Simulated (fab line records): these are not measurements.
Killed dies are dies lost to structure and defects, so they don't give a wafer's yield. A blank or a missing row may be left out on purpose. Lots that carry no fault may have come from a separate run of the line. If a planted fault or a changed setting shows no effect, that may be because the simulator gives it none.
Which tool is to blame? ; flow rit cmos ; 14 lots with 42 wafers sampled at 2 steps, on a route of 202 steps

== WHAT THE GAUGES SHOWED, per wafer ==
RIT_ACTIVE_CD_MEAS_11 targets a cd of 1400 nm. Usual: 1399.2 nm for cd nm, sd 3.
lot;measured;on;cd nm (nm);flag
L672;day 1 20:59;cd sem-01;1397.8 1395.9 1397.8;
L673;day 2 02:01;cd sem-02;1395.2 1394.9 1397.8;
L674;day 2 05:35;cd sem-01;1391.9 1394.8 1394.4;
L675;day 2 10:30;cd sem-01;1399.4 1396.8 1396.2;
L676;day 2 15:36;cd sem-01;1404.8 1403.4 1404.4;
L677;day 2 21:39;cd sem-02;1400.4 1400.6 1402.0;
L678;day 3 01:26;cd sem-02;1399.9 1400.0 1399.7;
L679;day 3 08:52;cd sem-01;1401.8 1401.1 1401.8;
L680;day 3 11:42;cd sem-02;1404.1 1402.1 1401.7;
L683;day 4 04:36;cd sem-01;1328.0 1327.4 1326.7;OFF
L685;day 4 13:02;cd sem-01;1328.0 1331.3 1329.0;OFF
L688;day 5 04:37;cd sem-02;1403.5 1405.1 1401.9;
L691;day 5 20:14;cd sem-02;1397.4 1396.5 1396.0;
L694;day 6 09:26;cd sem-01;1403.8 1404.2 1403.4;

== WHAT TOOL EACH LOT RAN ON (gives the tool, then ch and the chambers of the sampled wafers, and finally the start) ==
lot;RIT_ACTIVE_COAT_06
L672;litho track-04 ch 0, day 1 20:17
L673;litho track-01 ch 0, day 2 01:11
L674;litho track-01 ch 0, day 2 04:46
L675;litho track-03 ch 0, day 2 09:48
L676;litho track-04 ch 0, day 2 14:47
L677;litho track-04 ch 0, day 2 20:50
L678;litho track-04 ch 0, day 3 00:44
L679;litho track-01 ch 0, day 3 08:03
L680;litho track-01 ch 0, day 3 10:52
L683;litho track-04 ch 0, day 4 03:46
L685;litho track-04 ch 0, day 4 12:12
L688;litho track-03 ch 0, day 5 03:47
L691;litho track-03 ch 0, day 5 19:20
L694;litho track-03 ch 0, day 6 08:44
- RIT_ACTIVE_COAT_06: resist thk 1000 nm.

== WHAT THE TOOLS THEMSELVES READ (means of the sampled wafers that have a number; where no wafer has one, the mark that the record gives instead) ==
RIT_ACTIVE_COAT_06. Usual: 44.8 Pa for exhaust pa, sd 1.1.
lot;tool;exhaust pa (Pa);flag
L672;litho track-04;44.5;
L673;litho track-01;44.3;
L674;litho track-01;45.3;
L675;litho track-03;44.6;
L676;litho track-04;45.1;
L677;litho track-04;45.7;
L678;litho track-04;44.4;
L679;litho track-01;44.1;
L680;litho track-01;44.0;
L683;litho track-04;44.5;
L685;litho track-04;45.2;
L688;litho track-03;44.2;
L691;litho track-03;45.3;
L694;litho track-03;42.5;

== THE ANSWER, worked out from the rows above alone ==
Rule: take the mean of a lot's wafers that have a number; if it is more than 3 standard deviations from the usual mean, the lot is off. A lot without any number at a reading at which 4 lots or more have one is off too. The other lots that the step has rows for count as sound. The gauges are gone through in route order, then the tools' own readings, and for those a lot's mean is taken as printed above. At the first step where some lot is off, the reading lying furthest off is the one used; lots without a number count as furthest.
Off: L683, L685 (RIT_ACTIVE_CD_MEAS_11, cd nm).
If a tool, at a process step before that reading, ran all the lots that are off and no sound lot after the first of them, it fits. Those tools and the gauges at RIT_ACTIVE_CD_MEAS_11 are tried in the same way. One fits: litho track-04 at RIT_ACTIVE_COAT_06. Its last sound lot is L678 (day 3 00:44), its first lot that is off L683 (day 4 03:46): a fault that began between those two fits.

== WHAT WAS PUT IN BY THE SIMULATOR ==
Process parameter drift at RIT_ACTIVE_COAT_06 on litho track-04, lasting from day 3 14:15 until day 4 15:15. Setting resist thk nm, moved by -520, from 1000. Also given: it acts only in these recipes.
Shown lots that were struck: L683, L685. This agrees with what the rule above found.
